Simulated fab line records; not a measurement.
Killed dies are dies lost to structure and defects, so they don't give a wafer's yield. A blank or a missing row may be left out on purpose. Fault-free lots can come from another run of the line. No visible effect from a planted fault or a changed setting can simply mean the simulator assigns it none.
Which tool was responsible? :: flow berkeley-cmos170 :: 42 wafers from 14 lots sampled at 6 of the route's 331 steps

== WHAT THE GAUGES SHOWED, per wafer ==
UCB170_V2_CD_MEAS_12: target cd 700 nm. Usual: 700.1 nm for cd-nm, sd 1.4.
lot: L490
measured: day 9 10:13
on: cd-sem-01
cd-nm (nm): 697.9 699.5 699.5
flag: 

lot: L493
measured: day 9 21:06
on: cd-sem-01
cd-nm (nm): 700.0 700.2 698.5
flag: 

lot: L495
measured: day 10 00:03
on: cd-sem-02
cd-nm (nm): 697.8 699.3 698.4
flag: 

lot: L498
measured: day 10 18:28
on: cd-sem-01
cd-nm (nm): 698.6 698.8 698.9
flag: 

lot: L496
measured: day 10 18:32
on: cd-sem-02
cd-nm (nm): 699.4 699.3 699.7
flag: 

lot: L497
measured: day 10 21:37
on: cd-sem-02
cd-nm (nm): 698.5 699.2 698.3
flag: 

lot: L501
measured: day 11 06:23
on: cd-sem-01
cd-nm (nm): 701.7 703.1 702.1
flag: 

lot: L503
measured: day 11 14:16
on: cd-sem-02
cd-nm (nm): 698.5 697.3 697.6
flag: 

lot: L504
measured: day 11 15:59
on: cd-sem-02
cd-nm (nm): 701.3 700.5 702.5
flag: 

lot: L506
measured: day 12 02:11
on: cd-sem-02
cd-nm (nm): 703.0 703.2 702.6
flag: 

lot: L509
measured: day 12 06:37
on: cd-sem-01
cd-nm (nm): 700.6 700.8 699.2
flag: 

lot: L510
measured: day 13 07:41
on: cd-sem-01
cd-nm (nm): 701.7 701.3 701.7
flag: 

lot: L511
measured: day 13 08:44
on: cd-sem-01
cd-nm (nm): 701.1 700.2 699.4
flag: 

lot: L513
measured: day 13 09:25
on: cd-sem-01
cd-nm (nm): 699.2 698.2 698.2
flag: 

UCB170_M3_RS_MEAS_02: measurement is done with a four-point probe. Usual: M3_AL_RS 0.0322 ohm/sq, standard deviation 0.00033.
lot: L490
measured: day 9 10:55
on: film-metro-02
M3_AL_RS (ohm/sq): 0.0320 0.0323 0.0320
flag: 

lot: L493
measured: day 9 21:50
on: film-metro-03
M3_AL_RS (ohm/sq): 0.0331 0.0328 0.0328
flag: 

lot: L495
measured: day 10 00:45
on: film-metro-02
M3_AL_RS (ohm/sq): 0.0321 0.0319 0.0320
flag: 

lot: L498
measured: day 10 19:10
on: film-metro-01
M3_AL_RS (ohm/sq): 0.0325 0.0324 0.0326
flag: 

lot: L496
measured: day 10 19:16
on: film-metro-03
M3_AL_RS (ohm/sq): 0.0321 0.0320 0.0319
flag: 

lot: L497
measured: day 10 22:19
on: film-metro-02
M3_AL_RS (ohm/sq): 0.0319 0.0318 0.0318
flag: 

lot: L501
measured: day 11 07:06
on: film-metro-01
M3_AL_RS (ohm/sq): 0.0319 0.0322 0.0321
flag: 

lot: L503
measured: day 11 15:02
on: film-metro-03
M3_AL_RS (ohm/sq): 0.0326 0.0243 0.0334
flag: OFF

lot: L504
measured: day 11 16:41
on: film-metro-02
M3_AL_RS (ohm/sq): 0.0326 0.0323 0.0324
flag: 

lot: L506
measured: day 12 02:53
on: film-metro-01
M3_AL_RS (ohm/sq): 0.0320 0.0239 0.0321
flag: OFF

lot: L509
measured: day 12 07:19
on: film-metro-03
M3_AL_RS (ohm/sq): 0.0326 0.0323 0.0323
flag: 

lot: L510
measured: day 13 08:24
on: film-metro-02
M3_AL_RS (ohm/sq): 0.0321 0.0321 0.0322
flag: 

lot: L511
measured: day 13 09:26
on: film-metro-02
M3_AL_RS (ohm/sq): 0.0323 0.0321 0.0322
flag: 

lot: L513
measured: day 13 10:07
on: film-metro-02
M3_AL_RS (ohm/sq): 0.0322 0.0320 0.0322
flag: 

UCB170_M3_THK_MEAS_03: measures by xrf. Usual: M3_AL_THK 892 nm, standard deviation 9.4.
lot: L490
measured: day 9 11:02
on: film-metro-02
M3_AL_THK (nm): 888 886 887
flag: 

lot: L493
measured: day 9 21:57
on: film-metro-03
M3_AL_THK (nm): 870 874 876
flag: 

lot: L495
measured: day 10 00:50
on: film-metro-02
M3_AL_THK (nm): 894 907 897
flag: 

lot: L498
measured: day 10 19:17
on: film-metro-01
M3_AL_THK (nm): 889 893 882
flag: 

lot: L496
measured: day 10 19:22
on: film-metro-03
M3_AL_THK (nm): 895 894 898
flag: 

lot: L497
measured: day 10 22:24
on: film-metro-02
M3_AL_THK (nm): 907 904 908
flag: 

lot: L501
measured: day 11 07:13
on: film-metro-01
M3_AL_THK (nm): 897 890 893
flag: 

lot: L503
measured: day 11 15:08
on: film-metro-03
M3_AL_THK (nm): 885 1183 860
flag: OFF

lot: L504
measured: day 11 16:47
on: film-metro-02
M3_AL_THK (nm): 882 891 889
flag: 

lot: L506
measured: day 12 02:59
on: film-metro-01
M3_AL_THK (nm): 905 1203 902
flag: OFF

lot: L509
measured: day 12 07:25
on: film-metro-03
M3_AL_THK (nm): 882 889 888
flag: 

lot: L510
measured: day 13 08:31
on: film-metro-02
M3_AL_THK (nm): 895 886 895
flag: 

lot: L511
measured: day 13 09:33
on: film-metro-02
M3_AL_THK (nm): 884 891 886
flag: 

lot: L513
measured: day 13 10:14
on: film-metro-02
M3_AL_THK (nm): 888 899 886
flag: 

UCB170_M3_CD_MEAS_15: target cd 700 nm. Usual: 700.2 nm for cd-nm, sd 1.4.
lot: L490
measured: day 9 16:49
on: cd-sem-02
cd-nm (nm): 699.4 699.4 699.0
flag: 

lot: L493
measured: day 9 23:40
on: cd-sem-02
cd-nm (nm): 699.6 700.4 700.4
flag: 

lot: L495
measured: day 10 05:11
on: cd-sem-02
cd-nm (nm): 701.0 699.7 700.4
flag: 

lot: L498
measured: day 10 21:14
on: cd-sem-01
cd-nm (nm): 698.0 699.7 699.0
flag: 

lot: L496
measured: day 10 21:50
on: cd-sem-02
cd-nm (nm): 698.8 700.2 697.6
flag: 

lot: L497
measured: day 11 01:57
on: cd-sem-01
cd-nm (nm): 701.1 702.7 702.7
flag: 

lot: L501
measured: day 11 09:02
on: cd-sem-02
cd-nm (nm): 701.8 700.9 700.1
flag: 

lot: L503
measured: day 11 17:23
on: cd-sem-01
cd-nm (nm): 699.8 698.9 698.7
flag: 

lot: L504
measured: day 11 19:26
on: cd-sem-01
cd-nm (nm): 701.2 699.9 701.5
flag: 

lot: L506
measured: day 12 05:02
on: cd-sem-02
cd-nm (nm): 701.5 703.4 702.4
flag: 

lot: L509
measured: day 12 09:28
on: cd-sem-02
cd-nm (nm): 696.3 698.0 697.3
flag: 

lot: L510
measured: day 13 13:51
on: cd-sem-01
cd-nm (nm): 700.6 700.1 701.6
flag: 

lot: L511
measured: day 13 13:43
on: cd-sem-01
cd-nm (nm): 700.2 701.0 701.4
flag: 

lot: L513
measured: day 13 13:35
on: cd-sem-01
cd-nm (nm): 698.6 698.2 698.7
flag: 

== WHAT TOOL EACH LOT RAN ON (gives the tool, then ch and the chambers of the sampled wafers, and finally the start) ==
lot: L490
UCB170_M2_STRIP_19: plasma-asher-01 ch 0,1, day 9 07:04
UCB170_M3_SPUTTER_01: pvd-sputter-04, day 9 10:50

lot: L493
UCB170_M2_STRIP_19: plasma-asher-01 ch 0,1, day 9 17:08
UCB170_M3_SPUTTER_01: pvd-sputter-04, day 9 21:43

lot: L495
UCB170_M2_STRIP_19: plasma-asher-01 ch 0,1, day 9 21:58
UCB170_M3_SPUTTER_01: pvd-sputter-03, day 10 00:39

lot: L498
UCB170_M2_STRIP_19: plasma-asher-01 ch 0,1, day 10 14:57
UCB170_M3_SPUTTER_01: pvd-sputter-02, day 10 19:05

lot: L496
UCB170_M2_STRIP_19: plasma-asher-04 ch 0,1, day 10 15:13
UCB170_M3_SPUTTER_01: pvd-sputter-03, day 10 19:08

lot: L497
UCB170_M2_STRIP_19: plasma-asher-03 ch 0,1, day 10 18:20
UCB170_M3_SPUTTER_01: pvd-sputter-02, day 10 22:10

lot: L501
UCB170_M2_STRIP_19: plasma-asher-03 ch 0,1, day 11 04:26
UCB170_M3_SPUTTER_01: pvd-sputter-04, day 11 06:59

lot: L503
UCB170_M2_STRIP_19: plasma-asher-03 ch 0,1, day 11 12:05
UCB170_M3_SPUTTER_01: pvd-sputter-02, day 11 14:56

lot: L504
UCB170_M2_STRIP_19: plasma-asher-04 ch 0,1, day 11 13:51
UCB170_M3_SPUTTER_01: pvd-sputter-04, day 11 16:34

lot: L506
UCB170_M2_STRIP_19: plasma-asher-03 ch 0,1, day 11 23:49
UCB170_M3_SPUTTER_01: pvd-sputter-02, day 12 02:47

lot: L509
UCB170_M2_STRIP_19: plasma-asher-03 ch 0,1, day 12 04:32
UCB170_M3_SPUTTER_01: pvd-sputter-03, day 12 07:12

lot: L510
UCB170_M2_STRIP_19: plasma-asher-04 ch 0, day 13 05:31
UCB170_M3_SPUTTER_01: pvd-sputter-03, day 13 08:19

lot: L511
UCB170_M2_STRIP_19: plasma-asher-03 ch 0,1, day 13 05:51
UCB170_M3_SPUTTER_01: pvd-sputter-04, day 13 09:21

lot: L513
UCB170_M2_STRIP_19: plasma-asher-01 ch 0,1, day 13 06:27
UCB170_M3_SPUTTER_01: pvd-sputter-03, day 13 10:01
- UCB170_M2_STRIP_19: strips in O2.
- UCB170_M3_SPUTTER_01: material Al, target thk 900 nm, time 120 s.

== WHAT THE TOOLS THEMSELVES READ (means of the sampled wafers that have a number; where no wafer has one, the mark that the record gives instead) ==
UCB170_M2_STRIP_19. Usual: drypump-motor-current-A 5.9 A, standard deviation 0.53; oes-product-au 0.544 a.u., standard deviation 0.011.
lot: L490
tool: plasma-asher-01
drypump-motor-current-A (A): 6.2
oes-product-au (a.u.): 0.539
flag: 

lot: L493
tool: plasma-asher-01
drypump-motor-current-A (A): 6.2
oes-product-au (a.u.): 0.543
flag: 

lot: L495
tool: plasma-asher-01
drypump-motor-current-A (A): 6.2
oes-product-au (a.u.): 0.549
flag: 

lot: L498
tool: plasma-asher-01
drypump-motor-current-A (A): 6.2
oes-product-au (a.u.): 0.533
flag: 

lot: L496
tool: plasma-asher-04
drypump-motor-current-A (A): 5.3
oes-product-au (a.u.): 0.541
flag: 

lot: L497
tool: plasma-asher-03
drypump-motor-current-A (A): 6.3
oes-product-au (a.u.): 0.541
flag: 

lot: L501
tool: plasma-asher-03
drypump-motor-current-A (A): 6.2
oes-product-au (a.u.): 0.548
flag: 

lot: L503
tool: plasma-asher-03
drypump-motor-current-A (A): 5.9
oes-product-au (a.u.): 0.555
flag: 

lot: L504
tool: plasma-asher-04
drypump-motor-current-A (A): 5.4
oes-product-au (a.u.): 0.559
flag: 

lot: L506
tool: plasma-asher-03
drypump-motor-current-A (A): 6.3
oes-product-au (a.u.): 0.531
flag: 

lot: L509
tool: plasma-asher-03
drypump-motor-current-A (A): 6.3
oes-product-au (a.u.): 0.542
flag: 

lot: L510
tool: plasma-asher-04
drypump-motor-current-A (A): 5.2
oes-product-au (a.u.): 0.534
flag: 

lot: L511
tool: plasma-asher-03
drypump-motor-current-A (A): 5.8
oes-product-au (a.u.): 0.547
flag: 

lot: L513
tool: plasma-asher-01
drypump-motor-current-A (A): 6.2
oes-product-au (a.u.): 0.549
flag: 

UCB170_M3_SPUTTER_01. Usual: 30.0 % for throttle-valve-pct, sd 0.95.
lot: L490
tool: pvd-sputter-04
throttle-valve-pct (%): 30.1
flag: 

lot: L493
tool: pvd-sputter-04
throttle-valve-pct (%): 29.8
flag: 

lot: L495
tool: pvd-sputter-03
throttle-valve-pct (%): 30.7
flag: 

lot: L498
tool: pvd-sputter-02
throttle-valve-pct (%): 29.7
flag: 

lot: L496
tool: pvd-sputter-03
throttle-valve-pct (%): 30.4
flag: 

lot: L497
tool: pvd-sputter-02
throttle-valve-pct (%): 29.5
flag: 

lot: L501
tool: pvd-sputter-04
throttle-valve-pct (%): 29.5
flag: 

lot: L503
tool: pvd-sputter-02
throttle-valve-pct (%): 29.8
flag: 

lot: L504
tool: pvd-sputter-04
throttle-valve-pct (%): 30.2
flag: 

lot: L506
tool: pvd-sputter-02
throttle-valve-pct (%): 29.4
flag: 

lot: L509
tool: pvd-sputter-03
throttle-valve-pct (%): 30.6
flag: 

lot: L510
tool: pvd-sputter-03
throttle-valve-pct (%): 29.7
flag: 

lot: L511
tool: pvd-sputter-04
throttle-valve-pct (%): 29.8
flag: 

lot: L513
tool: pvd-sputter-03
throttle-valve-pct (%): 31.3
flag: 

== THE ANSWER, worked out from the rows above alone ==
Rule: a lot is off if the mean of its wafers that have a number lies more than 3 standard deviations from the usual mean. Also off: a lot with no number at a reading for which 4 or more lots have one. The other lots that the step has rows for count as sound. The gauges are gone through in route order, then the tools' own readings, and for those a lot's mean is taken as printed above. The first step at which some lot is off is used, and at that step the reading that is off furthest; a lot without a number counts as furthest.
Off: at UCB170_M3_RS_MEAS_02 (M3_AL_RS), L503, L506.
A tool fits if, at a process step before that reading, it ran every lot that is off, and no sound lot after the first of them. Those tools and the gauges at UCB170_M3_RS_MEAS_02 are tried in the same way. One fits: UCB170_M3_SPUTTER_01 on pvd-sputter-02. Its last sound lot is L497 (day 10 22:10), its first lot that is off L503 (day 11 14:56): a fault that began between those two fits.

== WHAT WAS PUT IN BY THE SIMULATOR ==
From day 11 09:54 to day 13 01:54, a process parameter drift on pvd-sputter-02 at UCB170_M3_SPUTTER_01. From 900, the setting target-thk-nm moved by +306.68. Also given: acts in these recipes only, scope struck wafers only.
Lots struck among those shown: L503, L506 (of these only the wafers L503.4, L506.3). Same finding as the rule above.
